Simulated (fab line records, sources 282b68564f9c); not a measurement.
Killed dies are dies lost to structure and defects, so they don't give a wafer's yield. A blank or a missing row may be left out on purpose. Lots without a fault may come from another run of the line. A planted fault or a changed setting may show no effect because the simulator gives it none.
A struck lot beside a sound one | flow rit_cmos | 14 steps out of a route of 202
Sound: wafers L589.2, L589.3, L589.6. Struck: wafers L585.1, L585.2, L585.4. The cause comes at the end.
At each step with rows: each side's tool, then ch and its chambers, then its first start. Under that, the readings that differ: sound wafers | struck wafers | difference of the means | sigmas: that difference in standard deviations of wafers without a fault.
alike: readings whose means differ by less than 2 such deviations, and words and numbers that are the same on both sides. not compared: withheld readings, readings that some wafer has no value for, bounds like >300 that may hide the same value, and numbers for which the record gives no deviation and whose values overlap.
The two part at a step that has a row with sigmas, a row that says differs or no value, or rows on one side only. Numbers that don't overlap but have no deviation are shown without sigmas and don't part them. A reading that every wafer of one side lacks parts them only if that side has two wafers or more.

first, 3 steps without rows for these wafers: RIT_NSD_EXPOSE_03 (exposes mask M9, target cd 40700 nm); RIT_NSD_PEB_04; RIT_NSD_DEVELOP_05 (develop time 50 s).
RIT_NSD_OVL_MEAS_06:
  sound on overlay-01, day 6 12:55; struck on overlay-02, day 5 16:30
  alike: NSD_OVL
then, 2 steps without rows for these wafers: RIT_NSD_HARDBAKE_07 (time 60 s); RIT_NSD_IMPLANT_08.
RIT_NSD_STRIP_09: strips in O2, time 180 s.
  sound on plasma_asher-01 ch 0,1, day 6 13:15; struck on plasma_asher-01 ch 0,1, day 5 16:50
  alike: drypump_motor_current_A
  not compared: rf_hours_counter_h
RIT_NSD_TW_MEAS_10:
  sound on film_metro-01, day 6 13:26; struck on film_metro-01, day 5 17:01
  alike: NSD_TW
then, 4 steps without rows for these wafers: RIT_PSD_HMDS_00 (prime time 60 s); RIT_PSD_COAT_01 (resist thk 1000 nm); RIT_PSD_SOFTBAKE_02 (time 60 s); RIT_PSD_EXPOSE_03 (exposes mask M10, target cd 40900 nm).
RIT_PSD_PEB_04:
  sound on litho_track-01 ch 0, day 6 14:17; struck on litho_track-02, day 5 17:56
  reading         | sound          | struck | difference                    | sigmas
  exhaust_pa (Pa) | 45.9 45.4 46.6 | - - -  | no value on the struck wafers |
  not compared: chill_plate_temp_C
then, 1 step without rows for these wafers: RIT_PSD_DEVELOP_05 (develop time 50 s).

WHERE THEY PART
Only at RIT_PSD_PEB_04, within this record.

WHY: what the simulator had put in
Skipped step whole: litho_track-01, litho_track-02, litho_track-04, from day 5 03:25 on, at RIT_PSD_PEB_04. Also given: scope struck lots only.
